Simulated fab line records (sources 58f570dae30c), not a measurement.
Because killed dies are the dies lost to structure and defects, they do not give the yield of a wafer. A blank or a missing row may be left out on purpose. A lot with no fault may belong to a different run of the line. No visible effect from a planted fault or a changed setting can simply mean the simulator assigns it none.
Problem report, 8D (eight disciplines) form, completed by code | flow berkeleyCmos170 | the parts of the form that need people (team, actions taken, sign-off) are left out

== 1. WHAT WENT WRONG ==
Mean CONTACT_PSG_THK at UCB170_CONTACT_THK_MEAS_02: 880 nm over 12 wafers in 4 lots; fault-free wafers: 718 nm, standard deviation 6.5. That puts it +25 standard deviations away from the usual mean.
Earliest sighting: wafer L565.1 on filmMetro-03 at day 7 22:59. The record holds 48 wafers of 16 lots with a number at this step. Rule for "out" (also "out of limits"): further than 4 standard deviations from the usual mean. The rest of the wafers with a number are treated as sound.

== 2. WHAT IT IS AND WHAT IT IS NOT ==
question                    | is                                       | is not
which readings at this step | CONTACT_PSG_THK                          | -
which lots                  | L565, L566, L567, L568                   | L562, L563, L564, L569, L570, L572, L575, L579, L581, L583, L584, L585
which wafers of those lots  | all that have a number                   | -
read on which gauges        | filmMetro-01, filmMetro-02, filmMetro-03 | -
when                        | from day 7 22:59                         | up to then (9 sound wafers); but 27 sound wafers of L569, L570, L572, L575, L579, L581, L583, L584, L585 came after

== 3. THE SUSPECTS, EACH WITH WHAT RULES IT OUT ==
Counting: a tool stays on the suspect list if, at a process step up to the reading, it processed all lots that are out and no sound lot following the first of them.
- ruled out: the gauge at UCB170_CONTACT_THK_MEAS_02. The wafers that are out were read on 3 gauges (filmMetro-01, filmMetro-02, filmMetro-03).
- lpcvd-02 at UCB170_CONTACT_CVD_01 (deposits PSG from SiH4/O2/PH3, target thk 700 nm, time 2876 s): ruled out as a lasting fault. After its first lot that is out, L565 (day 7 18:58), sound lots L581 ran on it.
Left after counting: nothing in the record.

== 4. THE CAUSE (what the simulator had put in) ==
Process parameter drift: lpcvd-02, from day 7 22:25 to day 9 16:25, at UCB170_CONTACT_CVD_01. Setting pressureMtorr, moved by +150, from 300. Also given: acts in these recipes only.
It was ruled out by counting, in error; the rule expects a fault to strike all lots run on its tool from its start on, and this fault did not.

== 5. SEQUENCE OF EFFECTS, ordered by route ==
Each row: a reading whose mean over the struck wafers that have a number lies more than 3 standard deviations from the usual. Readings are gone through only where the record gives a usual standard deviation; hours: the median, over the lots, of the time from a lot's start at the first step in this table giving one to that lot's start at this step; sigmas: the change measured in usual standard deviations.
hours | step                       | reading         | usual       | on struck wafers | change | sigmas
0     | UCB170_CONTACT_CVD_01      | pressureMtorr   | 300.1 mTorr | 449.9            | +149.8 | +99 or more
3     | UCB170_CONTACT_THK_MEAS_02 | CONTACT_PSG_THK | 718 nm      | 880              | +162   | +25
-     | UCB170_CONTACT_ETCH_18     | oesProductAu    | 0.914 a.u.  | 1.002            | +0.088 | +6.3
Process steps it contains:
- UCB170_CONTACT_CVD_01: deposits PSG from SiH4/O2/PH3, target thk 700 nm, time 2876 s.
- UCB170_CONTACT_ETCH_18: etches PSG in CHF3/CF4/Ar, stops on TiSi2, target depth 840 nm, time 195 s.

== 6. WHAT WOULD HAVE CAUGHT IT SOONER ==
In this record the first reading out of limits at a measuring or inspecting step was taken at day 7 22:59, 1 hour after the fault began at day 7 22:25.
At UCB170_CONTACT_CVD_01, the tool's own readings (pressureMtorr) were out on each struck wafer the step has a row for, so an alarm limit on them would have fired on the first such wafer.
